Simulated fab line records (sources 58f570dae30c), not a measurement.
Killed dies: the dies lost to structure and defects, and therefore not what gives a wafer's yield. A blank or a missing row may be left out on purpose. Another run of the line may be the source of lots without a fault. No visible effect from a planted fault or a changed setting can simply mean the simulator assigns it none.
2 desks, one fault + flow berkeleyCmos170 + each desk holds nothing but its own numbers, with what lay behind them at the end

METROLOGY DESK
Means of the sampled wafers that have a number, per lot and without regard to the tool the lot ran on: this is what the gauges read. Any lot whose mean is over 4 standard deviations away from the usual mean is out of limits and marked OUT; that distance is given in the brackets.
Columns: A = cdNm at UCB170_GATE_CD_MEAS_12, usual 350.1 nm; B = PLDD_RS at UCB170_SDANNEAL_RS_MEAS_04, usual 1032.2 ohm/sq; C = CONTACT_PSG_THK at UCB170_CONTACT_THK_MEAS_02, usual 716 nm
| lot  | first seen here | A     | B      | C             |
|------|-----------------|-------|--------|---------------|
| L222 | day 7 02:26     | 351.2 | 1032.0 | 718           |
| L221 | day 7 02:34     | 351.5 | 1031.9 | 718           |
| L225 | day 8 02:20     | 349.1 | 1032.0 | 704           |
| L224 | day 8 02:37     | 351.3 | 1031.5 | 714           |
| L223 | day 8 02:42     | 346.1 | 1031.2 | 722           |
| L227 | day 8 13:37     | 351.1 | 1026.3 | 719           |
| L228 | day 8 13:49     | 349.0 | 1034.3 | 709           |
| L226 | day 8 13:53     | 353.3 | 1030.5 | 717           |
| L229 | day 9 19:52     | 351.2 | 1035.0 | 722           |
| L231 | day 9 20:03     | 349.3 | 1030.1 | 713           |
| L236 | day 11 08:35    | 348.4 | 1033.4 | 564 (-24) OUT |
| L237 | day 11 08:51    | 348.7 | 1032.3 | 718           |
| L238 | day 11 16:46    | 349.9 | 1031.7 | 569 (-23) OUT |
| L241 | day 12 22:23    | 350.5 | 1032.6 | 717           |
Finding of this desk: L236, L238 out of limits, first seen on L236 at day 12 01:38 (CONTACT_PSG_THK at UCB170_CONTACT_THK_MEAS_02). In limits: L222, L221, L225, L224, L223, L227, L228, L226, L229, L231, L237, L241.

TOOL OWNER'S DESK, lpcvd-01
The tool's own readings at UCB170_CONTACT_CVD_01 (deposits PSG from SiH4/O2/PH3, target thk 700 nm, time 2820 s): means of the sampled wafers that have a number, for each lot that ran on this tool. Any lot whose mean is over 4 standard deviations away from the usual mean is out of limits and marked OUT; that distance is given in the brackets.
Columns: A = spikeTcCentreC at UCB170_CONTACT_CVD_01, usual 451.8 C; B = susceptorTempC at UCB170_CONTACT_CVD_01, usual 449.97 C
| lot  | first seen here | A     | B      |
|------|-----------------|-------|--------|
| L221 | day 7 23:40     | 450.2 | 450.14 |
| L222 | day 7 23:40     | 451.4 | 450.15 |
| L224 | day 8 20:25     | 451.6 | 450.09 |
| L227 | day 9 08:29     | 451.8 | 449.54 |
| L229 | day 10 18:23    | 450.3 | 449.76 |
| L236 | day 11 23:52    | 450.1 | 449.80 |
| L238 | day 12 10:28    | 451.1 | 449.88 |
This desk's finding: nothing out of limits on any of the 7 lots.

ALL TOGETHER
Metrology desk: alarm possible at day 12 01:38 on L236, L238.
The desk of the tool owner found nothing out of limits.
Tool owner's desk: L236, L238 on record, inside its limits.
The lots listed all ran UCB170_CONTACT_CVD_01 on lpcvd-01.

WHAT HAD BEEN PUT IN BY THE SIMULATOR
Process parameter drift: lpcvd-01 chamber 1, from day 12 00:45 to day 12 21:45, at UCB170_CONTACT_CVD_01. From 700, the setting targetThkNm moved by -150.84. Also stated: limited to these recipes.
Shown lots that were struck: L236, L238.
Per desk, hours elapsed from the start of the fault to the first reading out of limits: for the metrology desk, 1.
